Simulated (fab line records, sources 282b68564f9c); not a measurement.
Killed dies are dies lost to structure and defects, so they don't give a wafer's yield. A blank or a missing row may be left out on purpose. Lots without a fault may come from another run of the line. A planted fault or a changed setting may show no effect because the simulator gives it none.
Problem report in the 8D (eight disciplines) form, filled by code | flow rit_cmos | the parts of the form that need people (team, actions taken, sign-off) are left out

1. THE PROBLEM
SPACER_NITRIDE_THK at RIT_SPACER_THK_MEAS_04 reads a mean of 283.8 nm on 3 wafers of 1 lot; wafers without a fault read 248.9 nm with a standard deviation of 2.5. That is +14 standard deviations from the usual mean.
First seen on wafer L571.3, day 6 00:20, on film_metro-02. The record holds 39 wafers of 13 lots with a number at this step. Rule for "out", or "out of limits": more than 4 standard deviations from the usual mean. The other wafers with a number count as sound.

2. WHAT IT IS AND WHAT IT IS NOT
question                    | is                     | is not
which readings at this step | SPACER_NITRIDE_THK     | -
which lots                  | L571                   | L557, L558, L559, L560, L561, L562, L563, L564, L565, L566, L568, L569
which wafers of those lots  | all that have a number | -
read on which gauges        | film_metro-02          | film_metro-01, film_metro-04
when                        | from day 6 00:20       | up to then (36 sound wafers)

3. SUSPECTS, AND WHAT RULES EACH OUT
Counting: a tool at a process step up to the reading stays a suspect if it ran every lot that is out and no sound lot after the first of them.
- the gauge at RIT_SPACER_THK_MEAS_04: ruled out. All the wafers that are out were read on film_metro-02, but those of them that RIT_SPACER_CVD_03 has rows for are out there too, on other tools.
- lpcvd-01 at RIT_SPACER_CVD_03 (deposits Si3N4 from SiH2Cl2/NH3, target thk 250 nm, time 3300 s): kept. It ran the lot that is out, L571 (day 5 22:23), and no sound lot after that; its last sound lot up to then is L569 (day 5 13:56). Its own readings are out on those wafers: spike_tc_centre_C.
Left after counting: lpcvd-01 at RIT_SPACER_CVD_03.

4. THE CAUSE (what the simulator had put in)
Process parameter drift: lpcvd-01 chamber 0, from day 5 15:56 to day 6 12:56, at RIT_SPACER_CVD_03. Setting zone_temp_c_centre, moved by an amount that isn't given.
Counting left only this tool.

5. THE CHAIN OF EFFECTS, in route order
Each row: a reading whose mean over the struck wafers that have a number lies more than 3 standard deviations from the usual. Only readings for which the record gives a usual standard deviation are gone through. hours: the time from each lot's start at the first step in this table that gives one to its start at this step, as a median over the lots. sigmas: the change in usual standard deviations.
hours | step                   | reading            | usual      | on struck wafers | change | sigmas
0     | RIT_SPACER_CVD_03      | spike_tc_centre_C  | 813.0 C    | 826.5            | +13.5  | +9.7
2     | RIT_SPACER_THK_MEAS_04 | SPACER_NITRIDE_THK | 248.9 nm   | 283.8            | +34.9  | +14
2     | RIT_SPACER_ETCHBACK_05 | oes_product_au     | 0.838 a.u. | 0.921            | +0.083 | +4.6
The process steps in it:
- RIT_SPACER_CVD_03: deposits Si3N4 from SiH2Cl2/NH3, target thk 250 nm, time 3300 s.
- RIT_SPACER_ETCHBACK_05: etches Si3N4 in SF6/CHF3, stops on SiO2, target depth 250 nm, time 240 s.

6. WHAT WOULD HAVE CAUGHT IT SOONER
In this record the first reading out of limits at a measuring or inspecting step was taken at day 6 00:20, 8 hours after the fault began at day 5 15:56.
The tool's own readings at RIT_SPACER_CVD_03 were out on every struck wafer that the step has a row for (spike_tc_centre_C): an alarm limit on them would have fired on the first of those.
All the lots that are out (1) had begun RIT_SPACER_CVD_03 on lpcvd-01 by day 6 00:20. A hold on the tool at that time would have spared none of them.
